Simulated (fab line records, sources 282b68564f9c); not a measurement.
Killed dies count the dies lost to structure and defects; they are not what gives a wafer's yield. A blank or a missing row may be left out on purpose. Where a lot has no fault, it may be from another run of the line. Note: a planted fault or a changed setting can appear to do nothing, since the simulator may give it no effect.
fab line records    flow rit-cmos
record: lots: 5  wafers: 23
route steps=202 shown M1@200
start-h: the number of hours between the record's first day and the start of the first shown wafer of the lot    wait-h: time in hours since the lot's previous step    " unchanged from the row above    L1.1+2: one row covering several wafers at once    - value missing, or start not given    * or withheld: withheld    < > ~ a bound
route shown NAME@n: a module of which the file shows steps, and the number in the route of the first    usual: mean/standard deviation taken from wafers without a fault    same: alike in all rows    chamber/n: place in a boat    sites: the reading at each site    _std_site: standard deviation of those values    _edge_site: outer sites' mean less inner sites'    radius-mm: for every site, how far away it sits from the centre of the wafer    mask NAME#n: copy n    behind: the last tool/chamber to shape the wafer    hold: why the lot went on hold/how many hours it stayed there/how the hold came to an end    device: the transistor (n, p or np) that didn't switch    end of line: tests of these same wafers at the route's end    a step with no rows: only its recipe    killed: the dies lost at the first sort to structure and to defects; this is not the yield of the wafer    map: a wafer's dies, x killed, . not, _ none there
set.NAME: the setting the step ran with; set.NAME@STEP: the setting that earlier step ran with    model.NAME: the simulator's own value behind a step, which no gauge read
lots run with intentionally changed settings; tables by step, rows by wafer
== steps ==
step: RIT_M1_ANNEAL_15
recipe: temp-c: 450  time-s: 1800  ambient: forming_gas_H2N2
lot.wafer       tool        chamber  start-h  wait-h  set.temp-c
L074.1+2+4+5+6  -           -        -        1.2     460
L077.2+4+5      furnace-02  0        83.18    0.1     450
L079.1+3+4+5+6  -           -        -        0.1     445.3
L081.1+2+3+4+6  -           -        -        0.1     437
L080.1+2+3+4+5  -           -        -        0.3     450
step: RIT_M1_PROBE_99
usual: killed_at_M0_to_M3: 0.0/0.12  killed-at-contacts: 0.1/0.25  killed-at-front-end: 7/3.1  killed-dies: 7/3.2  killed-open: 3.8/2  killed-short: 3.5/2.2
same: gross-dies: 264  killed_at_M4_up: 0  killed-at-back-side: 0  killed-at-other: 0
lot.wafer  tool       chamber  start-h  wait-h  set.temp-c@FOX1_OXIDATION_00  set.ox-time-s@GATE_OXIDATION_05  set.temp-c@SPACER_CVD_03  set.temp-c@SDANNEAL_CLEAN_00  killed_at_M0_to_M3  killed-at-contacts  killed-at-front-end  killed-dies  killed-open  killed-short  model.etest.pmos-turned.r-on-ohm-um  model.etest.pmos_0p3.r-on-ohm-um  model.etest.nmos_0p15.r-on-ohm-um  model.etest.nmos_0p3.r-on-ohm-um  model.etest.nmos_0p3.drive-ua-um
L074.1     prober-01  -        62.01    0.1     1126                          270                              802.5                     73.86                         0                   0                   3                    3            3            0             3872                                 6714                              1290                               2312                              220.1
L074.2     prober-01  -        62.06    0.1     1126                          270                              802.5                     73.86                         0                   0                   6                    6            4            2             3899                                 6630                              1264                               2270                              219.7
L074.4     prober-01  -        62.16    0.2     1126                          270                              802.5                     73.86                         0                   0                   8                    8            2            6             3767                                 6679                              1212                               2228                              219.9
L074.5     prober-01  -        62.21    0.2     1126                          270                              802.5                     73.86                         0                   1                   5                    6            4            2             4002                                 6794                              1263                               2282                              221.3
L074.6     prober-01  -        62.26    0.2     1126                          270                              802.5                     73.86                         0                   0                   6                    6            4            2             3884                                 6676                              1291                               2306                              217.6
L077.2     prober-02  -        84.85    0.1     1100                          270                              810                       75                            0                   0                   2                    2            0            2             3238                                 6245                              1091                               2140                              224
L077.4     prober-02  -        84.95    0.2     1100                          270                              810                       75                            0                   0                   2                    2            2            0             3116                                 6094                              1060                               2108                              226.6
L077.5     prober-02  -        85.00    0.2     1100                          270                              810                       75                            0                   0                   7                    7            4            3             3190                                 6089                              1085                               2118                              231.1
L079.1     prober-02  -        99.37    0.1     1117                          254.1                            827.4                     77.51                         0                   0                   259                  259          3            7             -                                    -                                 -                                  -                                 -
L079.3     prober-02  -        99.47    0.2     1117                          254.1                            827.4                     77.51                         0                   0                   264                  264          3            7             -                                    -                                 -                                  -                                 -
L079.4     prober-02  -        99.52    0.2     1117                          254.1                            827.4                     77.51                         0                   0                   263                  263          5            3             -                                    -                                 -                                  -                                 -
L079.5     prober-02  -        99.57    0.2     1117                          254.1                            827.4                     77.51                         0                   0                   264                  264          1            2             -                                    -                                 -                                  -                                 -
L079.6     prober-02  -        99.62    0.2     1117                          254.1                            827.4                     77.51                         0                   0                   261                  261          2            1             -                                    -                                 -                                  -                                 -
L081.1     prober-01  -        103.99   0.1     1100                          302.9                            786.5                     71.34                         1                   1                   15                   17           8            9             -                                    -                                 -                                  -                                 -
L081.2     prober-01  -        104.04   0.1     1100                          302.9                            786.5                     71.34                         0                   0                   7                    7            5            2             -                                    -                                 -                                  -                                 -
L081.3     prober-01  -        104.09   0.2     1100                          302.9                            786.5                     71.34                         0                   0                   15                   15           10           5             -                                    -                                 -                                  -                                 -
L081.4     prober-01  -        104.14   0.2     1100                          302.9                            786.5                     71.34                         0                   0                   6                    6            5            1             -                                    -                                 -                                  -                                 -
L081.6     prober-01  -        104.24   0.2     1100                          302.9                            786.5                     71.34                         0                   0                   9                    9            6            3             -                                    -                                 -                                  -                                 -
L080.1     prober-02  -        105.49   0.1     1100                          234.7                            810                       76.02                         0                   0                   9                    9            3            6             3220                                 5730                              1064                               2019                              253.9
L080.2     prober-02  -        105.54   0.1     1100                          234.7                            810                       76.02                         0                   0                   12                   12           5            7             3332                                 5816                              1085                               2034                              254.6
L080.3     prober-02  -        105.59   0.2     1100                          234.7                            810                       76.02                         0                   1                   7                    8            3            5             3327                                 5793                              1072                               2016                              250.6
L080.4     prober-02  -        105.64   0.2     1100                          234.7                            810                       76.02                         0                   0                   7                    7            1            6             3468                                 5898                              1117                               2034                              252
L080.5     prober-02  -        105.69   0.2     1100                          234.7                            810                       76.02                         0                   0                   12                   12           6            6             3268                                 5738                              1090                               2010                              255.8
killed by level:class
L074.1 FOX1:geometric-particle:open=2 GATE:geometric-particle:open=1
L074.2 FOX2:geometric-particle:open=1 REOX:geometric-particle:open=1 REOX:geometric-particle:short=1 SPACER:geometric-particle:open=1 SPACER:geometric-particle:short=1 SILICIDE:geometric-particle:open=1
L074.4 GATE:geometric-particle:short=3 FOX1:geometric-particle:short=1 FOX1:geometric-particle:open=1 SPACER:geometric-particle:short=1 SPACER:geometric-particle:open=1 SILICIDE:geometric-particle:short=1
L074.5 GATE:geometric-particle:open=2 GATE:geometric-particle:short=1 REOX:geometric-particle:short=1 SPACER:geometric-particle:open=1 CONTACT:geometric-particle:open=1
L074.6 GATE:geometric-particle:short=2 FOX1:geometric-particle:open=1 FOX2:geometric-particle:open=1 GATE:geometric-particle:open=1 SILICIDE:geometric-particle:open=1
L077.2 FOX1:geometric-particle:short=1 SILICIDE:geometric-particle:short=1
L077.4 SPACER:geometric-particle:open=2
L077.5 REOX:geometric-particle:short=2 FOX1:geometric-particle:open=1 GATE:geometric-particle:open=1 SPACER:geometric-particle:open=1 SILICIDE:geometric-particle:short=1 SILICIDE:geometric-particle:open=1
L079.1 SPACER:area-etchback=249 REOX:geometric-particle:short=3 SPACER:geometric-particle:open=2 FOX1:geometric-particle:short=1 GATE:geometric-particle:short=1 SPACER:geometric-particle:short=1 SILICIDE:geometric-particle:short=1 SILICIDE:geometric-particle:open=1
L079.3 SPACER:area-etchback=254 GATE:geometric-particle:open=2 GATE:geometric-particle:short=2 SPACER:geometric-particle:short=2 SILICIDE:geometric-particle:short=2 FOX1:geometric-particle:short=1 SILICIDE:geometric-particle:open=1
L079.4 SPACER:area-etchback=255 GATE:geometric-particle:open=3 GATE:geometric-particle:short=2 FOX1:geometric-particle:short=1 SPACER:geometric-particle:open=1 SILICIDE:geometric-particle:open=1
L079.5 SPACER:area-etchback=261 SPACER:geometric-particle:short=1 SILICIDE:geometric-particle:short=1 SILICIDE:geometric-particle:open=1
L079.6 SPACER:area-etchback=258 GATE:geometric-particle:short=1 GATE:geometric-particle:open=1 SPACER:geometric-particle:open=1
L081.1 GATE:geometric-particle:open=6 SILICIDE:geometric-particle:short=3 GATE:geometric-particle:short=2 REOX:geometric-particle:short=2 FOX2:geometric-particle:open=1 SPACER:geometric-particle:short=1 CONTACT:geometric-particle:open=1 M1:geometric-particle:short=1
L081.2 GATE:geometric-particle:open=5 GATE:geometric-particle:short=1 SPACER:geometric-particle:short=1
L081.3 GATE:geometric-particle:open=7 GATE:geometric-particle:short=3 FOX1:geometric-particle:open=2 FOX1:geometric-particle:short=1 FOX2:geometric-particle:short=1 SILICIDE:geometric-particle:open=1
L081.4 REOX:geometric-particle:open=2 FOX2:geometric-particle:open=1 GATE:geometric-particle:short=1 GATE:geometric-particle:open=1 SILICIDE:geometric-particle:open=1
L081.6 GATE:geometric-particle:open=4 GATE:geometric-particle:short=3 FOX1:geometric-particle:open=1 REOX:geometric-particle:open=1
L080.1 FOX2:geometric-particle:short=3 SILICIDE:geometric-particle:short=2 GATE:geometric-particle:open=1 GATE:geometric-particle:short=1 SPACER:geometric-particle:open=1 SILICIDE:geometric-particle:open=1
L080.2 GATE:geometric-particle:open=3 REOX:geometric-particle:short=3 GATE:geometric-particle:short=2 FOX2:geometric-particle:open=1 SPACER:geometric-particle:short=1 SPACER:geometric-particle:open=1 SILICIDE:geometric-particle:short=1
L080.3 GATE:geometric-particle:short=3 FOX2:geometric-particle:short=1 FOX2:geometric-particle:open=1 SILICIDE:geometric-particle:open=1 SILICIDE:geometric-particle:short=1 CONTACT:geometric-particle:open=1
L080.4 FOX2:geometric-particle:short=2 GATE:geometric-particle:short=2 REOX:geometric-particle:short=2 SPACER:geometric-particle:open=1
L080.5 GATE:geometric-particle:open=3 FOX2:geometric-particle:short=2 GATE:geometric-particle:short=2 FOX2:geometric-particle:open=1 SPACER:geometric-particle:short=1 SPACER:geometric-particle:open=1 SILICIDE:geometric-particle:short=1 SILICIDE:geometric-particle:open=1
== key ==
split: step: RIT_M1_ANNEAL_15  setting: temp-c  stated: 450  by: lot
response: step: RIT_M1_PROBE_99  reading: model.etest.pmos-turned.r-on-ohm-um  change: +277  per: 1%  r: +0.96
response: step: RIT_M1_PROBE_99  reading: model.etest.nmos_0p15.r-on-ohm-um  change: +81.4  per: 1%  r: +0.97
split outside-this-file step=RIT_FOX1_OXIDATION_00 setting=temp-c
split outside-this-file step=RIT_GATE_OXIDATION_05 setting=ox-time-s
split outside-this-file step=RIT_SPACER_CVD_03 setting=temp-c
split outside-this-file step=RIT_SDANNEAL_CLEAN_00 setting=temp-c
split outside-this-file: this setting was split too, and the file shows its column; the key of that split is in another file
